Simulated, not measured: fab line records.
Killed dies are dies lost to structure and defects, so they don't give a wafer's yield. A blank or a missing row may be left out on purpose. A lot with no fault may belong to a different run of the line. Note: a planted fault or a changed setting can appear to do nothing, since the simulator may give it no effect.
Chamber matching -- flow rit_cmos -- pecvd-02 running RIT_CONTACT_CVD_00: 3 sister chambers
The step deposits SiO2 from TEOS, target thk 400 nm, time 61 s. 14 wafers are shown with their chamber, then 7 later ones without.

## WAFERS PAIRED WITH THEIR CHAMBERS
wafer,chamber,heater_power_w (W)
L649.2,2,274
L649.4,1,307
L649.6,0,313
L652.1,1,316
L652.2,2,350
L652.3,0,276
L655.3,2,311
L655.4,0,246
L655.5,2,319
L657.1,1,252
L657.3,2,339
L657.6,2,341
L661.1,1,311
L661.3,0,276

SIGNATURES (averages over the wafers above)
reading,chamber 0,chamber 1,chamber 2,scatter within a chamber
heater_power_w,277.75,296.50,322.33,28.3
Rule: for each reading, subtract the chamber's mean from the wafer's reading, divide by that reading's scatter and square the result; add these up over the readings and take the root, which gives the wafer's distance from the chamber. The wafer belongs to the nearest chamber; if the next one is less than 2 further off, it can't be placed. The scatter: take each reading less its chamber's mean, square it, sum over the shown wafers, divide by the number of wafers less the number of chambers, and take the root.

## WAFERS WITHOUT THEIR CHAMBER
wafer,heater_power_w (W)
L661.4,303
L667.2,334
L667.3,292
L667.6,302
L670.2,335
L670.5,318
L670.6,278

## THE CHAMBER EACH PASSED THROUGH
wafer,from the rows above,in truth
L661.4,can't be placed: 1 or 2 or 0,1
L667.2,can't be placed: 2 or 1 or 0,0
L667.3,can't be placed: 1 or 0 or 2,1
L667.6,can't be placed: 1 or 2 or 0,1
L670.2,can't be placed: 2 or 1 or 0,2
L670.5,can't be placed: 2 or 1 or 0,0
L670.6,can't be placed: 0 or 1 or 2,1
0 of 7 placed correctly. Can't be placed from these rows: 7 (the true chamber is among the candidates in 7). Number placed wrongly: 0.
